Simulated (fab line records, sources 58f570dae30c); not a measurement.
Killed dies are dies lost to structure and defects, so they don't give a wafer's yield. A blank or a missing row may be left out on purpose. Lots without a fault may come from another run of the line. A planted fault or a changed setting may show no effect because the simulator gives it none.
fab line records | flow berkeley_cmos170
record lots=5 wafers=23
route steps=331 shown START@3 PWELL@36 ACTIVE@68 NVT@111 PVT@122 GATE@135 NLDD@159
start_h: hours from the record's first day to the start of the lot's first wafer shown | wait_h: hours since the lot's step before | " the same as in the row above | L1.1+2: a row that stands for several wafers | - no value, or no start given | * or withheld: withheld | < > ~ a bound
route shown NAME@n: a module of which the file shows steps, and the number in the route of the first | usual: mean/standard deviation of fault-free wafers | same: alike in all rows | chamber/n: place in a boat | sites: the reading at each site | _std_site: their standard deviation | _edge_site: outer sites' mean less inner sites' | radius_mm: how far each site lies from the wafer's centre | mask NAME#n: copy n | behind: the tool/chamber that last shaped the wafer | hold: why the lot was held/for how many hours/how that ended | device: the transistor (n, p or np) that didn't switch | end of line: the same wafers' tests at the end of the route | a step without rows: its recipe alone | killed: dies lost to structure and defects at the first sort, not the wafer's yield | map: a wafer's dies, x killed, . not, _ none there
set.NAME: the setting as run; set.NAME@STEP: as run at that earlier step | model.NAME: the simulator's own value behind a step, which no gauge read
lots whose settings were changed on purpose; a table a step, a row a wafer
## steps
# step UCB170_START_OXIDATION_02
# recipe temp_c=950 ambient=O2 target_thk_a=200 ox_time_s=1800
# columns lot.wafer tool chamber start_h wait_h set.ox_time_s model.SiO2_of_START_OXIDATION_02.thk_nm
L076.1 - - - 3.6 1982 21.25
L076.2 " - " " 1982 21.49
L076.3 " - " " 1982 21.5
L076.5 " - " " 1982 21.71
L076.6 " - " " 1982 21.36
L080.1 - - - 1.4 1706 19.88
L080.2 " - " " 1706 19.85
L080.3 " - " " 1706 19.53
L080.4 " - " " 1706 20.33
L080.6 " - " " 1706 20.27
L081.2 - - - 3.9 1909 21.52
L081.3 " - " " 1909 21.44
L081.4 " - " " 1909 21.37
L081.5 " - " " 1909 21.66
L081.6 " - " " 1909 21.08
L082.1 furnace-02 0 53.33 3.2 1800 19.47
L082.4 " 0 " " 1800 19.61
L082.6 " 0 " " 1800 19.54
L083.1 - - - 3.6 1642 19.14
L083.2 " - " " 1642 19.49
L083.4 " - " " 1642 19.24
L083.5 " - " " 1642 19.88
L083.6 " - " " 1642 19.37
# step UCB170_PWELL_OXIDATION_02
# recipe temp_c=1000 ambient=O2 target_thk_a=264 ox_time_s=1260
# columns lot.wafer tool chamber start_h wait_h set.temp_c model.SiO2_of_PWELL_OXIDATION_02.thk_nm
L076.1 - - - 4.1 1000 27.6
L076.2 " - " " 1000 27.03
L076.3 " - " " 1000 26.89
L076.5 " - " " 1000 27.34
L076.6 " - " " 1000 27.43
L080.1 - - - 3.1 1020 30.59
L080.2 " - " " 1020 31.65
L080.3 " - " " 1020 31.48
L080.4 " - " " 1020 31.2
L080.6 " - " " 1020 30.9
L081.2 - - - 4.8 1009 29.34
L081.3 " - " " 1009 29.24
L081.4 " - " " 1009 29.68
L081.5 " - " " 1009 29.27
L081.6 " - " " 1009 29.21
L082.1 furnace-02 0 86.41 4.6 1000 26.65
L082.4 " 0 " " 1000 26.77
L082.6 " 0 " " 1000 26.27
L083.1 - - - 2.5 979.5 20.5
L083.2 " - " " 979.5 20.71
L083.4 " - " " 979.5 20.76
L083.5 " - " " 979.5 21.35
L083.6 " - " " 979.5 20.81
# step UCB170_PWELL_THK_MEAS_03
# recipe reads=SiO2_of_PWELL_OXIDATION_02
# usual PWELL_OXIDE_THK=26.5/0.48
# columns lot.wafer tool chamber start_h wait_h set.temp_c@PWELL_OXIDATION_02 PWELL_OXIDE_THK[nm]
L076.1 film_metro-02 - - - 1000 27.6
L076.2 " - " " 1000 27.0
L076.3 " - " " 1000 26.8
L076.5 " - " " 1000 27.4
L076.6 " - " " 1000 27.5
L080.1 film_metro-01 - - - 1020 30.6
L080.2 " - " " 1020 31.7
L080.3 " - " " 1020 31.5
L080.4 " - " " 1020 31.2
L080.6 " - " " 1020 31.0
L082.1 film_metro-01 - 87.76 0.0 1000 26.7
L082.4 " - " " 1000 26.8
L082.6 " - " " 1000 26.2
L081.2 film_metro-02 - - - 1009 29.3
L081.3 " - " " 1009 29.3
L081.4 " - " " 1009 29.7
L081.5 " - " " 1009 29.2
L081.6 " - " " 1009 29.2
L083.1 film_metro-02 - - - 979.5 20.6
L083.2 " - " " 979.5 20.8
L083.4 " - " " 979.5 20.8
L083.5 " - " " 979.5 21.4
L083.6 " - " " 979.5 20.8
# step UCB170_PWELL_PEB_11
# recipe peb_temp_c=130 peb_time_s=withheld resist=KrF
# columns lot.wafer tool chamber start_h wait_h set.peb_temp_c
L076.1+2+3 litho_track-02 0 64.93 0.3 130
L076.5+6 " 0 " " 128.5
L080.1+2+3+4+6 litho_track-02 0 87.35 0.9 130
L082.1+4+6 litho_track-02 0 94.45 0.1 130
L081.2+3+4 litho_track-04 0 94.71 0.1 130
L081.5+6 " 0 " " 131.5
L083.1+4+5 litho_track-03 0 - - 130
L083.2+6 " 0 " " 126.6
# step UCB170_PWELL_DEVELOP_12
# recipe developer=TMAH develop_time_s=45 resist=KrF dev_temp_c=21
# step UCB170_PWELL_ETCH_14
# recipe chemistry=CH3F/Ar/O2 target=Si3N4 stop_on=SiO2 CH3F_flow_sccm=20 Ar_flow_sccm=50 O2_flow_sccm=7 pressure_mtorr=50 rf_w=450 target_depth_a=2420 over_etch_frac=0.1 time_s=151
# columns lot.wafer tool chamber start_h wait_h set.temp_c@PWELL_OXIDATION_02 set.peb_temp_c@PWELL_PEB_11 model.PWELL.cd_nm model.SiO2_of_PWELL_OXIDATION_02.thk_nm
L076.1 rie_diel-03 2 65.24 0.0 1000 130 2999 23.61
L076.2 " 0 " " 1000 130 3001 22.48
L076.3 " 1 " " 1000 130 3000 23.31
L076.5 " 3 " " 1000 128.5 2989 23.83
L076.6 " 0 " " 1000 128.5 2990 22.88
L080.1 rie_diel-02 2 87.66 0.0 1020 130 3001 26.83
L080.2 " 3 " " 1020 130 3001 27.87
L080.3 " 0 " " 1020 130 3001 26.88
L080.4 " 0 " " 1020 130 3000 26.61
L080.6 " 2 " " 1020 130 3001 27.15
L082.1 rie_diel-03 2 94.76 0.0 1000 130 3000 22.68
L082.4 " 3 " " 1000 130 3000 23.31
L082.6 " 1 " " 1000 130 3002 22.72
L081.2 rie_diel-02 0 95.00 0.0 1009 130 2998 24.74
L081.3 " 3 " " 1009 130 2997 25.4
L081.4 " 2 " " 1009 130 2998 25.93
L081.5 " 0 " " 1009 131.5 3007 24.67
L081.6 " 3 " " 1009 131.5 3009 25.39
L083.1 rie_diel-03 1 99.65 0.0 979.5 130 - 16.93
L083.2 " 0 " " 979.5 126.6 2974 16.18
L083.4 " 3 " " 979.5 130 3000 17.25
L083.5 " 0 " " 979.5 130 2999 16.81
L083.6 " 3 " " 979.5 126.6 2974 17.29
# step UCB170_ACTIVE_COAT_08
# recipe resist=KrF spin_rpm=1500 resist_thk_nm=900
# columns lot.wafer tool chamber start_h wait_h set.resist_thk_nm model.KrF_of_ACTIVE_COAT_08.thk_nm
L076.1 litho_track-02 0 96.77 0.1 900 900.5
L076.2 " 0 " " 847 846.7
L076.3 " 0 " " 900 899.6
L076.5 " 0 " " 847 848.1
L076.6 " 0 " " 900 903
L080.1 litho_track-02 0 116.35 0.1 900 903.2
L080.2 " 0 " " 900 902.5
L080.3 " 0 " " 900 899.4
L080.4 " 0 " " 900 901
L080.6 " 0 " " 900 901.8
L083.1 litho_track-03 0 126.51 0.1 869.4 870.3
L083.2 " 0 " " 869.4 870.8
L083.4 " 0 " " 869.4 867.8
L083.5 " 0 " " 900 901.1
L083.6 " 0 " " 900 898.6
L081.2 litho_track-01 0 126.54 0.1 900 901
L081.3 " 0 " " 900 899
L081.4 " 0 " " 875.7 877
L081.5 " 0 " " 875.7 876.4
L081.6 " 0 " " 900 903.2
L082.1 litho_track-01 0 126.96 0.1 900 900.7
L082.4 " 0 " " 900 900
L082.6 " 0 " " 900 901.6
# step UCB170_ACTIVE_SOFTBAKE_09
# recipe resist=KrF temp_c=130 time_s=58.88
# step UCB170_ACTIVE_EXPOSE_10
# recipe mask_id=ACTIVE target_cd_nm=1200 na=0.5 sigma_outer=0.6 source_shape=conventional dose_mj=20
# step UCB170_ACTIVE_ETCH_15
# recipe chemistry=CH3F/Ar/O2 target=Si3N4 stop_on=SiO2 CH3F_flow_sccm=20 Ar_flow_sccm=50 O2_flow_sccm=7 pressure_mtorr=50 rf_w=450 target_depth_a=2420 over_etch_frac=0.1 time_s=151
# step UCB170_ACTIVE_STRIP_16
# recipe chemistry=O2 power_w=400 pressure_mtorr=3500 platen_temp_c=withheld o2_flow_sccm=400 overash_fraction=0.5
# usual strip_time_to_endpoint_s=18.08/0.089
# columns lot.wafer tool chamber start_h wait_h set.resist_thk_nm@ACTIVE_COAT_08 strip_time_to_endpoint_s
L076.1 plasma_asher-04 1 97.97 0.1 900 18.08
L076.2 " 0 " " 847 16.71
L076.3 " 1 " " 900 18.00
L076.5 " 1 " " 847 16.78
L076.6 " 0 " " 900 18.11
L080.1 plasma_asher-04 1 117.96 0.1 900 18.17
L080.2 " 0 " " 900 18.14
L080.3 " 0 " " 900 18.12
L080.4 " 1 " " 900 18.03
L080.6 " 1 " " 900 18.08
L081.2 plasma_asher-02 0 128.25 0.1 900 18.04
L081.3 " 0 " " 900 18.17
L081.4 " 1 " " 875.7 17.60
L081.5 " 0 " " 875.7 17.58
L081.6 " 1 " " 900 18.08
L083.1 plasma_asher-03 1 128.72 0.1 869.4 17.37
L083.2 " 0 " " 869.4 17.45
L083.4 " 0 " " 869.4 17.25
L083.5 " 0 " " 900 18.15
L083.6 " 1 " " 900 18.00
L082.1 plasma_asher-03 0 129.09 0.1 900 18.01
L082.4 " 1 " " 900 18.09
L082.6 " 1 " " 900 18.04
# step UCB170_NVT_IMPLANT_07
# recipe species=BF2 dose_cm2=3e+12 energy_kev=50 tilt_deg=7
# columns lot.wafer tool chamber start_h wait_h set.dose_cm2
L076.1+3 implanter-03 0 141.06 0.0 3e+12
L076.2+5+6 " 0 " " 2.839e+12
L080.1+3+6 implanter-03 0 155.30 0.0 3.201e+12
L080.2+4 " 0 " " 3e+12
L081.2+6 implanter-03 0 162.94 0.0 3e+12
L081.3+4+5 " 0 " " 3.19e+12
L082.1+4+6 implanter-04 0 163.04 0.0 3e+12
L083.1+5+6 implanter-02 0 163.28 0.0 2.793e+12
L083.2+4 " 0 " " 3e+12
# step UCB170_NVT_STRIP_08
# recipe chemistry=O2 power_w=400 pressure_mtorr=3500 platen_temp_c=withheld o2_flow_sccm=400 overash_fraction=0.5
# step UCB170_NVT_TW_MEAS_09
# usual NVT_TW=527/4.5
# columns lot.wafer tool chamber start_h wait_h set.dose_cm2@NVT_IMPLANT_07 NVT_TW
L076.1 film_metro-02 - 141.31 0.1 3e+12 530
L076.2 " - " " 2.839e+12 520
L076.3 " - " " 3e+12 526
L076.5 " - " " 2.839e+12 521
L076.6 " - " " 2.839e+12 515
L080.1 film_metro-04 - 155.55 0.1 3.201e+12 540
L080.2 " - " " 3e+12 529
L080.3 " - " " 3.201e+12 542
L080.4 " - " " 3e+12 527
L080.6 " - " " 3.201e+12 540
L081.2 film_metro-02 - 163.18 0.1 3e+12 529
L081.3 " - " " 3.19e+12 542
L081.4 " - " " 3.19e+12 539
L081.5 " - " " 3.19e+12 539
L081.6 " - " " 3e+12 531
L082.1 film_metro-03 - 163.29 0.1 3e+12 522
L082.4 " - " " 3e+12 519
L082.6 " - " " 3e+12 521
L083.1 film_metro-02 - 163.53 0.1 2.793e+12 516
L083.2 " - " " 3e+12 529
L083.4 " - " " 3e+12 530
L083.5 " - " " 2.793e+12 518
L083.6 " - " " 2.793e+12 518
# step UCB170_PVT_IMPLANT_07
# recipe species=P dose_cm2=2e+12 energy_kev=30 tilt_deg=7
# columns lot.wafer tool chamber start_h wait_h set.dose_cm2
L076.1+2+3 implanter-01 0 142.79 0.0 2e+12
L076.5+6 " 0 " " 2.075e+12
L080.1+2 implanter-03 0 157.40 0.0 2.048e+12
L080.3+4+6 " 0 " " 2e+12
L081.2+3+4+5+6 implanter-01 0 164.72 0.0 2e+12
L082.1+4+6 implanter-03 0 164.97 0.0 2e+12
L083.1+2+5 implanter-01 0 165.01 0.0 2.105e+12
L083.4+6 " 0 " " 2e+12
# step UCB170_PVT_STRIP_08
# recipe chemistry=O2 power_w=400 pressure_mtorr=3500 platen_temp_c=withheld o2_flow_sccm=400 overash_fraction=0.5
# step UCB170_PVT_TW_MEAS_09
# usual PVT_TW=510.8/2.9
# columns lot.wafer tool chamber start_h wait_h set.dose_cm2@PVT_IMPLANT_07 PVT_TW
L076.1 film_metro-04 - 143.04 0.1 2e+12 512.3
L076.2 " - " " 2e+12 511.3
L076.3 " - " " 2e+12 514.3
L076.5 " - " " 2.075e+12 515.6
L076.6 " - " " 2.075e+12 517.4
L080.1 film_metro-04 - 157.65 0.1 2.048e+12 514.8
L080.2 " - " " 2.048e+12 516.3
L080.3 " - " " 2e+12 509.2
L080.4 " - " " 2e+12 513.2
L080.6 " - " " 2e+12 512.5
L081.2 film_metro-04 - 164.95 0.1 2e+12 508.3
L081.3 " - " " 2e+12 509.8
L081.4 " - " " 2e+12 508.9
L081.5 " - " " 2e+12 511.6
L081.6 " - " " 2e+12 510.0
L082.1 film_metro-02 - 165.22 0.1 2e+12 514.0
L082.4 " - " " 2e+12 509.7
L082.6 " - " " 2e+12 514.1
L083.1 film_metro-01 - 165.26 0.1 2.105e+12 517.3
L083.2 " - " " 2.105e+12 518.8
L083.4 " - " " 2e+12 509.6
L083.5 " - " " 2.105e+12 518.8
L083.6 " - " " 2e+12 510.4
# step UCB170_GATE_EXPOSE_09
# recipe mask_id=POLY target_cd_nm=350 na=0.5 sigma_outer=0.6 source_shape=conventional dose_mj=21
# columns lot.wafer tool chamber start_h wait_h mask set.dose_mj
L076.1+2+6 krf_scanner-02 0 - - POLY#0 21
L076.3+5 " 0 " " POLY#0 22.57
L080.1+4 krf_scanner-01 0 167.64 - POLY#0 21
L080.2+3+6 " 0 " " POLY#0 20.36
L081.2+5 krf_scanner-01 0 178.25 - POLY#0 21
L081.3+4+6 " 0 " " POLY#0 19.45
L082.1+4+6 krf_scanner-02 0 178.48 - POLY#0 21
L083.1+6 krf_scanner-01 0 178.72 - POLY#0 21
L083.2+4+5 " 0 " " POLY#0 19.98
# step UCB170_GATE_PEB_10
# recipe peb_temp_c=130 peb_time_s=withheld resist=KrF
# step UCB170_GATE_DEVELOP_11
# recipe developer=TMAH develop_time_s=45 resist=KrF dev_temp_c=21
# step UCB170_GATE_CD_MEAS_12
# recipe target_cd_nm=350
# usual cd_nm=349.6/1.5
# columns lot.wafer tool chamber start_h wait_h set.dose_mj@GATE_EXPOSE_09 cd_nm
L076.1 cd_sem-01 - 156.57 - 21 352.2
L076.2 " - " " 21 351.0
L076.3 " - " " 22.57 338.1
L076.5 " - " " 22.57 339.7
L076.6 " - " " 21 350.5
L080.1 cd_sem-01 - 168.16 - 21 350.0
L080.2 " - " " 20.36 355.3
L080.3 " - " " 20.36 354.8
L080.4 " - " " 21 348.7
L080.6 " - " " 20.36 354.6
L081.2 cd_sem-01 - 178.98 - 21 352.8
L081.3 " - " " 19.45 365.8
L081.4 " - " " 19.45 367.2
L081.5 " - " " 21 352.7
L081.6 " - " " 19.45 365.3
L082.1 cd_sem-01 - 179.24 - 21 349.6
L082.4 " - " " 21 350.8
L082.6 " - " " 21 349.8
L083.1 cd_sem-01 - 179.60 - 21 349.4
L083.2 " - " " 19.98 359.1
L083.4 " - " " 19.98 357.9
L083.5 " - " " 19.98 359.0
L083.6 " - " " 21 348.5
# step UCB170_GATE_ETCH_14
# recipe chemistry=N2/H2 target_depth_a=withheld overetch_a=withheld target=BARC time_s=withheld source_w=500 bias_w=100 pressure_mtorr=30 n2_flow_sccm=100 h2_flow_sccm=200
# step UCB170_GATE_ETCH_15
# recipe chemistry=HBr/Cl2 target=poly-Si stop_on=SiO2 over_etch_frac=0.3 icp_w=291.8 bias_w=150 time_s=56.3 pressure_mtorr=15 HBr_flow_sccm=150 Cl2_flow_sccm=50 target_depth_a=2782
# columns lot.wafer tool chamber start_h wait_h set.dose_mj@GATE_EXPOSE_09 model.GATE.cd_nm
L076.1 rie_si-01 3 156.77 - 21 350.9
L076.2 " 0 " " 21 352.7
L076.3 " 2 " " 22.57 337.6
L076.5 " 1 " " 22.57 338.8
L076.6 " 0 " " 21 352.9
L080.1 rie_si-01 3 168.35 - 21 349.6
L080.2 " 0 " " 20.36 356.6
L080.3 " 1 " " 20.36 355.5
L080.4 " 2 " " 21 348.5
L080.6 " 1 " " 20.36 355.9
L081.2 rie_si-02 2 179.16 - 21 354.6
L081.3 " 1 " " 19.45 366.4
L081.4 " 3 " " 19.45 367.4
L081.5 " 1 " " 21 353.4
L081.6 " 2 " " 19.45 365.7
L082.1 rie_si-01 0 179.43 - 21 350
L082.4 " 2 " " 21 351.4
L082.6 " 0 " " 21 350.5
L083.1 rie_si-02 0 179.79 - 21 348.5
L083.2 " 1 " " 19.98 359.5
L083.4 " 3 " " 19.98 357.6
L083.5 " 2 " " 19.98 360.5
L083.6 " 3 " " 21 348.2
# step UCB170_GATE_STRIP_16
# recipe chemistry=O2 power_w=400 pressure_mtorr=3500 platen_temp_c=withheld o2_flow_sccm=400 overash_fraction=0.5
# step UCB170_GATE_CD_MEAS_90
# recipe target_cd_nm=350
# usual cd_nm=349.9/1.7
# columns lot.wafer tool chamber start_h wait_h set.dose_mj@GATE_EXPOSE_09 cd_nm
L076.1 cd_sem-01 - 156.93 0.1 21 351.0
L076.2 " - " " 21 352.9
L076.3 " - " " 22.57 337.5
L076.5 " - " " 22.57 339.4
L076.6 " - " " 21 352.9
L080.1 cd_sem-01 - 168.64 0.2 21 349.4
L080.2 " - " " 20.36 356.5
L080.3 " - " " 20.36 355.6
L080.4 " - " " 21 348.6
L080.6 " - " " 20.36 355.7
L081.2 cd_sem-01 - 179.50 0.3 21 354.6
L081.3 " - " " 19.45 366.6
L081.4 " - " " 19.45 366.9
L081.5 " - " " 21 353.3
L081.6 " - " " 19.45 365.9
L082.1 cd_sem-01 - 179.96 0.4 21 349.8
L082.4 " - " " 21 351.6
L082.6 " - " " 21 350.3
L083.1 cd_sem-01 - 180.44 0.6 21 348.4
L083.2 " - " " 19.98 359.6
L083.4 " - " " 19.98 358.0
L083.5 " - " " 19.98 360.4
L083.6 " - " " 21 348.2
# step UCB170_NLDD_COAT_01
# recipe resist=KrF spin_rpm=1500 resist_thk_nm=900
# columns lot.wafer tool chamber start_h wait_h set.resist_thk_nm model.KrF_of_NLDD_COAT_01.thk_nm
L076.1 litho_track-01 0 159.90 0.1 868.5 872.2
L076.2 " 0 " " 900 898.2
L076.3 " 0 " " 868.5 866.2
L076.5 " 0 " " 868.5 867.9
L076.6 " 0 " " 900 898.7
L080.1 litho_track-01 0 172.45 0.1 900 902.6
L080.2+4 " 0 " " 900 902.7
L080.3 " 0 " " 900 903.5
L080.6 " 0 " " 900 901.5
L081.2 litho_track-03 0 183.04 0.1 900 896.1
L081.3+6 " 0 " " 913.9 915
L081.4 " 0 " " 900 900.6
L081.5 " 0 " " 913.9 915.9
L082.1 litho_track-01 0 183.36 0.1 900 902.5
L082.4 " 0 " " 900 901.6
L082.6 " 0 " " 900 902.6
L083.1 litho_track-04 0 184.52 0.1 900 902.4
L083.2 " 0 " " 900 904.3
L083.4 " 0 " " 900 903.4
L083.5 " 0 " " 900 899.1
L083.6 " 0 " " 900 902.9
# step UCB170_NLDD_SOFTBAKE_02
# recipe resist=KrF temp_c=130 time_s=60
# step UCB170_NLDD_EXPOSE_03
# recipe mask_id=NSELECT na=0.5 sigma_outer=0.6 source_shape=conventional target_cd_nm=1200 dose_mj=30
# step UCB170_NLDD_IMPLANT_08
# recipe species=As dose_cm2=5e+13 energy_kev=30 tilt_deg=6.835 rotation_deg=0
# step UCB170_NLDD_IMPLANT_09
# recipe species=As dose_cm2=5e+13 energy_kev=30 tilt_deg=7 rotation_deg=180
# step UCB170_NLDD_STRIP_10
# recipe chemistry=O2 power_w=400 pressure_mtorr=3500 platen_temp_c=withheld o2_flow_sccm=400 overash_fraction=0.5
# usual strip_time_to_endpoint_s=21.64/0.053
# columns lot.wafer tool chamber start_h wait_h set.resist_thk_nm@NLDD_COAT_01 strip_time_to_endpoint_s
L076.1 plasma_asher-01 1 161.21 0.1 868.5 20.97
L076.2 " 0 " " 900 21.57
L076.3 " 0 " " 868.5 20.82
L076.5 " 1 " " 868.5 20.86
L076.6 " 0 " " 900 21.61
L080.1 plasma_asher-04 0 174.52 0.1 900 21.70
L080.2 " 1 " " 900 21.69
L080.3 " 1 " " 900 21.71
L080.4 " 0 " " 900 21.69
L080.6 " 1 " " 900 21.66
L081.2 plasma_asher-01 0 184.82 0.1 900 21.53
L081.3 " 0 " " 913.9 21.97
L081.4 " 1 " " 900 21.63
L081.5 " 1 " " 913.9 22.01
L081.6 " 0 " " 913.9 21.99
L082.1 plasma_asher-02 0 184.94 0.1 900 21.70
L082.4 " 1 " " 900 21.65
L082.6 " 1 " " 900 21.69
L083.1 plasma_asher-01 1 186.12 0.1 900 21.68
L083.2 " 0 " " 900 21.72
L083.4 " 0 " " 900 21.71
L083.5 " 0 " " 900 21.60
L083.6 " 1 " " 900 21.68
## key
split step=UCB170_START_OXIDATION_02 setting=ox_time_s stated=1800 by=lot
response step=UCB170_START_OXIDATION_02 reading=model.SiO2_of_START_OXIDATION_02.thk_nm change=+0.114 per=1% r=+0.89
split step=UCB170_PWELL_OXIDATION_02 setting=temp_c stated=1000 by=lot
response step=UCB170_PWELL_OXIDATION_02 reading=model.SiO2_of_PWELL_OXIDATION_02.thk_nm change=+2.6 per=1% r=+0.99
response step=UCB170_PWELL_THK_MEAS_03 reading=PWELL_OXIDE_THK change=+2.6 per=1% r=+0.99
response step=UCB170_PWELL_ETCH_14 reading=model.SiO2_of_PWELL_OXIDATION_02.thk_nm change=+2.55 per=1% r=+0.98
split step=UCB170_PWELL_PEB_11 setting=peb_temp_c stated=130 by=wafer
response step=UCB170_PWELL_ETCH_14 reading=model.PWELL.cd_nm change=+9.55 per=1% r=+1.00
split step=UCB170_ACTIVE_COAT_08 setting=resist_thk_nm stated=900 by=wafer
response step=UCB170_ACTIVE_COAT_08 reading=model.KrF_of_ACTIVE_COAT_08.thk_nm change=+9.05 per=1% r=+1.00
response step=UCB170_ACTIVE_STRIP_16 reading=strip_time_to_endpoint_s change=* per=1% r=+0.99
split step=UCB170_NVT_IMPLANT_07 setting=dose_cm2 stated=3e+12 by=wafer
response step=UCB170_NVT_TW_MEAS_09 reading=NVT_TW change=+1.76 per=1% r=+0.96
split step=UCB170_PVT_IMPLANT_07 setting=dose_cm2 stated=2e+12 by=wafer
response step=UCB170_PVT_TW_MEAS_09 reading=PVT_TW change=+1.42 per=1% r=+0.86
split step=UCB170_GATE_EXPOSE_09 setting=dose_mj stated=21 by=wafer
response step=UCB170_GATE_CD_MEAS_12 reading=cd_nm change=-1.78 per=1% r=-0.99
response step=UCB170_GATE_ETCH_15 reading=model.GATE.cd_nm change=-1.89 per=1% r=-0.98
response step=UCB170_GATE_CD_MEAS_90 reading=cd_nm change=-1.89 per=1% r=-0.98
split step=UCB170_NLDD_COAT_01 setting=resist_thk_nm stated=900 by=wafer
response step=UCB170_NLDD_COAT_01 reading=model.KrF_of_NLDD_COAT_01.thk_nm change=+8.88 per=1% r=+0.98
response step=UCB170_NLDD_STRIP_10 reading=strip_time_to_endpoint_s change=* per=1% r=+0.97
